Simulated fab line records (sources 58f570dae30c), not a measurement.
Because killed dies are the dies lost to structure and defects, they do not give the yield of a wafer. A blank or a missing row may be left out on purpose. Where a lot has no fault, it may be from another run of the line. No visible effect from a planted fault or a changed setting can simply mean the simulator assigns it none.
A struck lot beside a sound one	flow berkeleyCmos170	14 steps out of a route of 331
Sound: wafers L442.1, L442.3, L442.6. The struck wafers were L433.2, L433.3, L433.6. Last of all comes the cause.
Order at every step that has rows: each side's tool, ch and its chambers, its first start. Under that, the readings that differ: sound wafers	struck wafers	difference of the means	sigmas: that difference in standard deviations of wafers without a fault.
alike: readings with means less than 2 such deviations apart, plus words and numbers identical on both sides. not compared: withheld readings, readings lacking a value on some wafer, bounds such as >300 that could conceal the same value, and numbers that have no deviation in the record and whose values overlap.
Wherever a step has rows on one side only, a row that says differs or no value, or a row with sigmas, the two part there. Numbers that have no deviation but don't overlap get no sigmas and don't part them. A reading missing from all wafers of one side parts the sides only when that side holds two or more wafers.

first, 1 step without rows for these wafers: UCB170_NLDD_IMPLANT_09.
UCB170_NLDD_STRIP_10: strips in O2.
  sound on plasmaAsher-01 ch 0, day 11 11:36; struck on plasmaAsher-01 ch 0,1, day 10 20:09
  alike: drypumpMotorCurrentA, oesProductAu, stripTimeToEndpointS
  not compared: rfHoursCounterH
UCB170_NLDD_TW_MEAS_11:
  sound: filmMetro-04 at day 11 11:42; struck: filmMetro-02 at day 10 20:16
  alike: NLDD_TW
then, 1 step without rows for these wafers: UCB170_NLDD_CLEAN_12 (cleans in SPM, time 600 s).
UCB170_SPACER_CVD_00: deposits SiO2 from TEOS/O2, target thk 376 nm, time 45.16 s.
  sound on pecvd-03 ch 0,1, day 11 11:59; struck on pecvd-03 ch 0,2, day 10 20:29
  alike: heaterPowerW
  not compared: sinceWetCleanH
UCB170_SPACER_THK_MEAS_01:
  sound: filmMetro-03 at day 11 12:02; struck: filmMetro-02 at day 10 20:32
  alike: SPACER_TEOS_THK
then, 1 step without rows for these wafers: UCB170_SPACER_ANNEAL_02 (time 1800 s).
UCB170_SPACER_ETCHBACK_03: etches SiO2 in CHF3/CF4/Ar, stops on Si, target depth 376 nm, time 100 s.
  sound on rieDiel-01 ch 2,3, day 11 18:28; struck on rieDiel-01 ch 0,1,2, day 11 01:34
  alike: cf4FlowSccm, drypumpMotorCurrentA, oesProductAu, throttleValvePct
  not compared: rfHoursCounterH
then, 4 steps without rows for these wafers: UCB170_PSD_HMDS_00 (prime time 60 s); UCB170_PSD_COAT_01 (resist thk 900 nm); UCB170_PSD_SOFTBAKE_02 (time 60 s); UCB170_PSD_EXPOSE_03 (exposes mask PSELECT MOD, target cd 1200 nm).
UCB170_PSD_PEB_04:
  struck on lithoTrack-02, day 11 02:34; sound on lithoTrack-04 ch 0, day 11 19:25
  no value came back on the struck wafers for chillPlateTempC (C), exhaustPa (Pa); on the sound wafers chillPlateTempC (C) reads 22.98 23.12 22.98
then, 1 step without rows for these wafers: UCB170_PSD_DEVELOP_05 (develop time 45 s).

WHERE THEY PART
UCB170_PSD_PEB_04 only, going by this record.

WHY: the cause the simulator had injected
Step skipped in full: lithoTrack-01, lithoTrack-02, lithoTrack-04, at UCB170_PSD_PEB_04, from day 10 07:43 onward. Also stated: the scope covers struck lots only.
